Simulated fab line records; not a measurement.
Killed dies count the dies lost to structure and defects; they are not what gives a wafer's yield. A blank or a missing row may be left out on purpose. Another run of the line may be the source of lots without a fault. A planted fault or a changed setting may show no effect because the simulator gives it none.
fab line records    flow rit-cmos
[record] lots = 6  wafers = 18  last-day = 7
route steps=202 shown SILICIDE@161 CONTACT@168 M1@202
lots that met no fault: from a run of the same line without faults
start-h: hours from the record's opening day to when the first of the lot's shown wafers began    wait-h: how many hours have passed since the lot's step before this one    " as in the row above    L1.1+2: a row that stands for several wafers    - no value, or no start given    * or withheld: withheld    < > ~ a bound
route shown NAME@n: NAME is a module with steps in the file, n the number in the route of the first one    usual: average and standard deviation across the fault-free wafers    same: alike in all rows    chamber/n: place in a boat    sites: per-site readings    _std_site: their standard deviation    _edge_site: mean of outer sites minus mean of inner sites    radius-mm: how far each site lies from the wafer's centre    mask NAME#n: copy n    behind: the most recent tool/chamber to have shaped the wafer    hold: reason for holding the lot/hours on hold/outcome of the hold    device: names the non-switching transistor (n, p or np)    end of line: the same wafers' tests at the end of the route    a step with no rows: only its recipe    killed: not the wafer's yield, but the dies lost to structure and defects at the first sort    map: a wafer's dies, marking killed ones x, the rest . and places with no die _
set.NAME: the setting that was run; set.NAME@STEP: the one run at that earlier step    model.NAME: the simulator's own value behind a step, which no gauge read
certain route steps with their lots: each step a table, each wafer a row
services: the hour from which a tool's chamber was out of use, counted from the record's first day as start-h (under 0 if before that day), plus the number of hours and why
[[steps]]
[step RIT_SILICIDE_WET_ETCH_00]
[recipe] chemistry = BOE  target = SiO2  target-depth-nm = 14  time-s = 15  dry = n2-spin  dilution = 10:1  temp-c = 21.5
[step RIT_SILICIDE_SPUTTER_01]
[recipe] material = Ti  target-thk-nm = 30  power-w = 350  chamber-pressure-pa = 0.667  gas = Ar  time-s = 240  substrate-temp-c = 25
[usual] substrate-temp-c = 25.00/0.095  throttle-valve-pct = 30.0/0.94
lot.wafer  tool            chamber  start-h  wait-h  substrate-temp-c  throttle-valve-pct
L791.1     pvd-sputter-04  -        52.46    0.0     25.10             30.1
L791.3     "               -        "        "       24.94             28.9
L791.5     "               -        "        "       24.92             29.9
L794.4     pvd-sputter-04  -        66.40    0.0     25.07             30.1
L794.5     "               -        "        "       25.06             28.7
L794.6     "               -        "        "       24.98             29.1
L802.2     pvd-sputter-04  -        108.09   0.0     25.01             30.9
L802.3     "               -        "        "       24.83             28.7
L802.6     "               -        "        "       24.99             30.1
L803.2     pvd-sputter-02  -        111.78   0.0     25.01             31.6
L803.3     "               -        "        "       24.94             30.3
L803.4     "               -        "        "       24.89             28.9
L806.3     pvd-sputter-01  -        125.54   0.0     25.19             29.5
L806.5     "               -        "        "       25.03             28.7
L806.6     "               -        "        "       25.02             31.1
L811.1     pvd-sputter-02  -        150.73   0.0     24.92             28.9
L811.2     "               -        "        "       25.06             30.0
L811.6     "               -        "        "       25.07             30.7
[step RIT_SILICIDE_RS_MEAS_02]
[recipe] thk-meas-gauge = four-point-probe  reads = Ti_of_SILICIDE_SPUTTER_01
[usual] SILICIDE_TI_RS = 48.0/0.64
lot.wafer  tool           chamber  start-h  wait-h  SILICIDE_TI_RS[ohm/sq]
L791.1     film-metro-01  -        52.63    0.1     48.1
L791.3     "              -        "        "       48.7
L791.5     "              -        "        "       48.3
L794.4     film-metro-02  -        66.61    0.1     48.6
L794.5     "              -        "        "       48.3
L794.6     "              -        "        "       48.7
L802.2     film-metro-01  -        108.26   0.1     48.3
L802.3     "              -        "        "       47.8
L802.6     "              -        "        "       48.0
L803.2     film-metro-02  -        111.95   0.1     47.6
L803.3     "              -        "        "       48.1
L803.4     "              -        "        "       47.9
L806.3     film-metro-01  -        125.73   0.1     47.1
L806.5     "              -        "        "       47.3
L806.6     "              -        "        "       47.6
L811.1     film-metro-02  -        150.88   0.1     47.7
L811.2     "              -        "        "       48.7
L811.6     "              -        "        "       47.7
[step RIT_SILICIDE_THK_MEAS_03]
[recipe] thk-meas-gauge = xrf  reads = Ti_of_SILICIDE_SPUTTER_01
[usual] SILICIDE_TI_THK = 29.8/0.34
lot.wafer  tool           chamber  start-h  wait-h  SILICIDE_TI_THK[nm]
L791.1     film-metro-01  -        52.75    0.1     29.7
L791.3     "              -        "        "       29.4
L791.5     "              -        "        "       29.8
L794.4     film-metro-02  -        66.70    0.1     29.4
L794.5     "              -        "        "       29.7
L794.6     "              -        "        "       29.4
L802.2     film-metro-01  -        108.37   0.1     29.8
L802.3     "              -        "        "       30.2
L802.6     "              -        "        "       30.1
L803.2     film-metro-02  -        112.06   0.1     30.1
L803.3     "              -        "        "       29.8
L803.4     "              -        "        "       29.8
L806.3     film-metro-01  -        125.83   0.1     30.2
L806.5     "              -        "        "       30.2
L806.6     "              -        "        "       30.1
L811.1     film-metro-02  -        151.00   0.1     30.0
L811.2     "              -        "        "       29.4
L811.6     "              -        "        "       29.9
[step RIT_SILICIDE_RTA_04]
[recipe] temp-c = 650  time-s = 10  idle-temp-c = 25  ramp-up-s = 5  ramp-down-s = 5  cool-to-c = 25  ambient = N2
[usual] wafer_temp_C_max = 653.3/0.63
lot.wafer  tool           chamber  start-h  wait-h  wafer_temp_C_max
L791.1     rtp-anneal-02  0        52.81    0.1     652.9
L791.3     "              0        "        "       652.8
L791.5     "              0        "        "       653.7
L794.4     rtp-anneal-01  0        66.76    0.1     653.8
L794.5     "              0        "        "       652.9
L794.6     "              0        "        "       652.8
L802.2     rtp-anneal-01  0        108.44   0.1     652.6
L802.3     "              0        "        "       652.7
L802.6     "              0        "        "       653.4
L803.2     rtp-anneal-02  0        112.12   0.1     652.4
L803.3     "              0        "        "       654.0
L803.4     "              0        "        "       652.8
L806.3     rtp-anneal-01  0        125.89   0.1     653.1
L806.5     "              0        "        "       654.0
L806.6     "              0        "        "       653.9
L811.1     rtp-anneal-02  0        151.06   0.1     652.9
L811.2     "              0        "        "       653.9
L811.6     "              0        "        "       652.6
[step RIT_SILICIDE_WET_ETCH_05]
[recipe] chemistry = SPM  target = Ti  temp-c = 90  time-s = 120  dry = n2-spin
[step RIT_SILICIDE_RTA_06]
[recipe] temp-c = 750  time-s = 10  idle-temp-c = 25  ramp-up-s = 5  ramp-down-s = 10  cool-to-c = 25  ambient = N2
[usual] wafer_temp_C_max = 753.8/0.79
lot.wafer  tool           chamber  start-h  wait-h  wafer_temp_C_max
L791.1     rtp-anneal-01  0        52.92    0.0     754.8
L791.3     "              0        "        "       752.9
L791.5     "              0        "        "       753.7
L794.4     rtp-anneal-02  0        66.87    0.0     753.9
L794.5     "              0        "        "       754.3
L794.6     "              0        "        "       753.7
L802.2     rtp-anneal-02  0        108.61   0.0     753.2
L802.3     "              0        "        "       751.9
L802.6     "              0        "        "       753.7
L803.2     rtp-anneal-01  0        112.24   0.0     753.4
L803.3     "              0        "        "       753.6
L803.4     "              0        "        "       754.5
L806.3     rtp-anneal-02  0        126.00   0.0     754.9
L806.5     "              0        "        "       754.1
L806.6     "              0        "        "       752.7
L811.1     rtp-anneal-01  0        151.18   0.0     754.6
L811.2     "              0        "        "       752.2
L811.6     "              0        "        "       755.6
[step RIT_CONTACT_CVD_00]
[recipe] material = SiO2  target-thk-nm = 400  precursor = TEOS  temp-c = 390  time-s = 61  rf-w = 400
[usual] heater-power-w = 291/46
lot.wafer  tool      chamber  start-h  wait-h  heater-power-w
L791.1     pecvd-04  2        52.98    0.1     346
L791.3     "         1        "        "       304
L791.5     "         1        "        "       314
L794.4     pecvd-04  1        66.93    0.0     304
L794.5     "         0        "        "       230
L794.6     "         2        "        "       336
L802.2     pecvd-03  2        108.66   0.0     332
L802.3     "         1        "        "       352
L802.6     "         2        "        "       357
L803.2     pecvd-04  2        112.35   0.1     318
L803.3     "         0        "        "       245
L803.4     "         0        "        "       255
L806.3     pecvd-04  1        126.04   0.0     262
L806.5     "         1        "        "       283
L806.6     "         0        "        "       229
L811.1     pecvd-03  1        151.25   0.1     322
L811.2     "         0        "        "       282
L811.6     "         0        "        "       295
[step RIT_CONTACT_THK_MEAS_01]
[recipe] reads = SiO2_of_CONTACT_CVD_00
[usual] CONTACT_TEOS_THK = 399/4.2
lot.wafer  tool           chamber  start-h  wait-h  CONTACT_TEOS_THK[nm]
L791.1     film-metro-02  -        53.03    0.0     399
L791.3     "              -        "        "       400
L791.5     "              -        "        "       401
L794.4     film-metro-04  -        66.98    0.0     404
L794.5     "              -        "        "       406
L794.6     "              -        "        "       403
L802.2     film-metro-01  -        108.72   0.0     390
L802.3     "              -        "        "       397
L802.6     "              -        "        "       401
L803.2     film-metro-02  -        112.41   0.0     400
L803.3     "              -        "        "       395
L803.4     "              -        "        "       406
L806.3     film-metro-02  -        126.11   0.0     392
L806.5     "              -        "        "       398
L806.6     "              -        "        "       394
L811.1     film-metro-04  -        151.30   0.0     394
L811.2     "              -        "        "       398
L811.6     "              -        "        "       407
[step RIT_CONTACT_HMDS_02]
[recipe] prime-time-s = 60  prime-temp-c = 140
[step RIT_CONTACT_COAT_03]
[recipe] resist = NOVOLAK  spin-rpm = 3250  resist-thk-nm = 1000
[step RIT_CONTACT_SOFTBAKE_04]
[recipe] resist = NOVOLAK  temp-c = 90  time-s = 60
[step RIT_CONTACT_EXPOSE_05]
[recipe] mask-id = M11  na = 0.6  source-shape = conventional  sigma-outer = 0.5  target-cd-nm = 1000  dose-mj = 250
[same] sigma-outer = 0.5
lot.wafer   tool              chamber  start-h  wait-h  mask   model.CONTACT.overlay-x-nm
L791.1+3+5  iline-stepper-02  0        53.54    0.1     M11#0  -1.618
L794.4+5+6  iline-stepper-01  0        67.61    0.1     M11#0  -1.718
L802.2+3+6  iline-stepper-02  0        109.38   0.2     M11#0  78.88
L803.2+3+4  iline-stepper-02  0        112.93   0.1     M11#0  75.84
L806.3+5+6  iline-stepper-01  0        126.77   0.2     M11#0  -0.4971
L811.1+2+6  iline-stepper-01  0        151.93   0.2     M11#0  -0.09347
[step RIT_CONTACT_PEB_06]
[recipe] resist = NOVOLAK  temp-c = withheld  time-s = withheld
[step RIT_CONTACT_DEVELOP_07]
[recipe] resist = NOVOLAK  develop-time-s = 120  dev-temp-c = 23
[step RIT_CONTACT_CD_MEAS_08]
[recipe] target-cd-nm = 1000
[usual] cd-nm = 1000.1/1.9
lot.wafer  tool       chamber  start-h  wait-h  cd-nm
L791.1     cd-sem-02  -        54.06    -       1000.6
L791.3     "          -        "        "       999.3
L791.5     "          -        "        "       1001.4
L794.4     cd-sem-01  -        68.15    -       999.8
L794.5     "          -        "        "       1000.2
L794.6     "          -        "        "       997.9
L802.2     cd-sem-02  -        109.90   -       1001.3
L802.3     "          -        "        "       999.8
L802.6     "          -        "        "       998.9
L803.2     cd-sem-01  -        113.45   -       1001.3
L803.3     "          -        "        "       1001.6
L803.4     "          -        "        "       1004.5
L806.3     cd-sem-02  -        127.29   -       1000.6
L806.5     "          -        "        "       999.9
L806.6     "          -        "        "       1000.0
L811.1     cd-sem-02  -        152.45   -       1003.3
L811.2     "          -        "        "       1002.2
L811.6     "          -        "        "       1002.6
[step RIT_CONTACT_OVL_MEAS_09]
[usual] CONTACT_OVL = -0.5/1.5
lot.wafer  tool        chamber  start-h  wait-h  CONTACT_OVL[nm]
L791.1     overlay-01  -        54.18    0.1     -1.2
L791.3     "           -        "        "       -2.3
L791.5     "           -        "        "       0.1
L794.4     overlay-01  -        68.23    0.1     -1.3
L794.5     "           -        "        "       -2.0
L794.6     "           -        "        "       -2.8
L802.2     overlay-01  -        110.01   0.1     76.3
L802.3     "           -        "        "       76.1
L802.6     "           -        "        "       76.0
L803.2     overlay-01  -        113.56   0.1     73.5
L803.3     "           -        "        "       73.4
L803.4     "           -        "        "       74.8
L806.3     overlay-01  -        127.38   0.1     -0.6
L806.5     "           -        "        "       -1.1
L806.6     "           -        "        "       0.9
L811.1     overlay-01  -        152.60   0.1     -0.7
L811.2     "           -        "        "       -0.4
L811.6     "           -        "        "       0.1
[step RIT_CONTACT_HARDBAKE_10]
[recipe] resist = NOVOLAK  temp-c = 140  time-s = 60
[step RIT_M1_PROBE_99]
[usual] killed_at_M0_to_M3 = 0.0/0.083  killed-at-contacts = 0.1/0.24  killed-at-front-end = 7/3.1  killed-dies = 7/3.1  killed-open = 3.3/2  killed-short = 3.4/2.1
[same] gross-dies = 264  killed_at_M4_up = 0  killed-at-back-side = 0  killed-at-other = 0
lot.wafer  tool       chamber  start-h  wait-h  killed_at_M0_to_M3  killed-at-contacts  killed-at-front-end  killed-dies  killed-open  killed-short  model.etest.contact-to-gate.bv-left-v  model.etest.contact-to-gate.bv-right-v
L791.1     prober-01  -        60.73    0.1     0                   0                   6                    6            3            3             87.69                                  90.6
L791.3     prober-01  -        60.83    0.2     1                   0                   4                    5            2            3             89.6                                   91.97
L791.5     prober-01  -        60.93    0.2     0                   0                   4                    4            3            1             89.69                                  88.34
L794.4     prober-02  -        74.19    0.2     0                   0                   9                    9            4            5             89.65                                  92.95
L794.5     prober-02  -        74.24    0.2     0                   0                   11                   11           5            6             88.5                                   89.81
L794.6     prober-02  -        74.29    0.2     0                   0                   4                    4            2            2             90.11                                  89.95
L802.2     prober-01  -        115.47   0.1     0                   0                   3                    3            3            0             127.9                                  51.55
L802.3     prober-01  -        115.52   0.2     0                   1                   5                    6            4            2             128.4                                  48.88
L802.6     prober-01  -        115.67   0.2     0                   0                   10                   10           6            4             129.4                                  50.48
L803.2     prober-02  -        119.21   0.1     0                   0                   5                    5            3            2             128.2                                  53.06
L803.3     prober-02  -        119.26   0.2     0                   0                   6                    6            3            3             128.4                                  51.71
L803.4     prober-02  -        119.31   0.2     0                   0                   6                    6            4            2             124.2                                  54.04
L806.3     prober-01  -        132.74   0.2     0                   0                   8                    8            3            5             93.75                                  93.62
L806.5     prober-01  -        132.84   0.2     0                   0                   8                    8            6            2             89.96                                  94.16
L806.6     prober-01  -        132.89   0.2     0                   0                   9                    9            6            3             91.62                                  91.2
L811.1     prober-02  -        159.31   0.1     0                   0                   9                    9            4            5             91.47                                  90.09
L811.2     prober-02  -        159.36   0.1     0                   0                   11                   11           7            4             90.87                                  90.76
L811.6     prober-02  -        159.56   0.2     0                   0                   9                    9            5            4             88.78                                  91.61
// killed by level:class
L791.1 GATE:geometric-particle:short=2 FOX1:geometric-particle:open=1 GATE:geometric-particle:open=1 SPACER:geometric-particle:short=1 SPACER:geometric-particle:open=1
L791.3 REOX:geometric-particle:short=1 SPACER:geometric-particle:short=1 SPACER:geometric-particle:open=1 SILICIDE:geometric-particle:open=1 M1:geometric-particle:short=1
L791.5 GATE:geometric-particle:open=2 GATE:geometric-particle:short=1 FOX2:geometric-particle:open=1
L794.4 FOX1:geometric-particle:short=2 GATE:geometric-particle:short=2 FOX1:geometric-particle:open=1 FOX2:geometric-particle:open=1 GATE:geometric-particle:open=1 REOX:geometric-particle:short=1 SPACER:geometric-particle:open=1
L794.5 REOX:geometric-particle:short=2 FOX1:geometric-particle:short=1 FOX1:geometric-particle:open=1 FOX2:geometric-particle:short=1 FOX2:geometric-particle:open=1 GATE:geometric-particle:open=1 REOX:geometric-particle:open=1 SPACER:geometric-particle:short=1
L794.6 FOX1:geometric-particle:short=1 GATE:geometric-particle:open=1 GATE:geometric-particle:short=1 REOX:geometric-particle:open=1
L802.2 REOX:geometric-particle:open=2 GATE:geometric-particle:open=1
L802.3 REOX:geometric-particle:open=2 FOX1:geometric-particle:open=1 GATE:geometric-particle:open=1 GATE:geometric-particle:short=1 CONTACT:geometric-particle:short=1
L802.6 REOX:geometric-particle:open=3 FOX1:geometric-particle:open=2 GATE:geometric-particle:short=2 FOX1:geometric-particle:short=1 GATE:geometric-particle:open=1 REOX:geometric-particle:short=1
L803.2 GATE:geometric-particle:open=2 GATE:geometric-particle:short=1 SILICIDE:geometric-particle:open=1 STARTING-WAFER:geometric-particle:short=1
L803.3 GATE:geometric-particle:open=3 FOX1:geometric-particle:short=1 FOX2:geometric-particle:short=1 SPACER:geometric-particle:short=1
L803.4 GATE:geometric-particle:short=2 GATE:geometric-particle:open=2 SPACER:geometric-particle:open=2
L806.3 GATE:geometric-particle:short=3 REOX:geometric-particle:short=2 FOX1:geometric-particle:open=1 GATE:geometric-particle:open=1 SILICIDE:geometric-particle:open=1
L806.5 GATE:geometric-particle:open=4 GATE:geometric-particle:short=2 REOX:geometric-particle:open=2
L806.6 GATE:geometric-particle:open=4 GATE:geometric-particle:short=2 FOX2:geometric-particle:short=1 REOX:geometric-particle:open=1 SPACER:geometric-particle:open=1
L811.1 SILICIDE:geometric-particle:open=3 SILICIDE:geometric-particle:short=2 FOX1:geometric-particle:short=1 GATE:geometric-particle:short=1 REOX:geometric-particle:short=1 SPACER:geometric-particle:open=1
L811.2 GATE:geometric-particle:short=3 FOX1:geometric-particle:open=2 GATE:geometric-particle:open=2 SILICIDE:geometric-particle:open=2 FOX1:geometric-particle:short=1 REOX:geometric-particle:open=1
L811.6 FOX1:geometric-particle:open=2 GATE:geometric-particle:short=2 GATE:geometric-particle:open=2 FOX1:geometric-particle:short=1 FOX2:geometric-particle:short=1 FOX2:geometric-particle:open=1
[[services]]
tool              chamber  start-h  hours  kind
pvd-sputter-04    -        33.28    5.9    repair
pecvd-04          -        57.33    1.1    repair
pecvd-03          2        67.45    14.0   repair
pecvd-03          -        79.46    1.1    repair
iline-stepper-02  -        81.00    2.1    pm
pvd-sputter-04    -        81.90    1.2    repair
pecvd-03          1        82.19    6.5    repair
iline-stepper-02  -        83.08    -      consumable-replace:lamp
pvd-sputter-04    -        92.86    1.8    repair
pecvd-04          -        98.63    1.9    repair
pvd-sputter-04    -        122.62   1.2    repair
rtp-anneal-02     -        131.24   2.6    pm
[[key]]
[first-sign] step = RIT_CONTACT_OVL_MEAS_09  reading = CONTACT_OVL  direction = up  sigmas = 50  usual = -0.5  struck = 75.0
effect none on later readings
[model-effect] step = RIT_CONTACT_EXPOSE_05  value = CONTACT.overlay-x-nm  without = 0.4007  struck = 77.36
[model-effect] step = RIT_M1_PROBE_99  value = etest.contact-to-gate.bv-left-v  without = 89.28  struck = 127.8
met-at RIT_CONTACT_EXPOSE_05
struck-wafers L802.2,L802.3,L802.6,L803.2,L803.3,L803.4
tester-left-out L802,L803
onset-between 53.54 109.38
[fault] kind = scanner-matching-overlay  tool = iline-stepper-02  chamber = -  onset-h = 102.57  steps = RIT_CONTACT_EXPOSE_05  offset = 76.962
// tester-left-out: of these lots the tester's yield and bins aren't shown, on N5 and GAA mostly nor the transistor test; their killed dies are dies lost to structure and defects alone, not to doping, threshold or leakage, so they don't give the yield
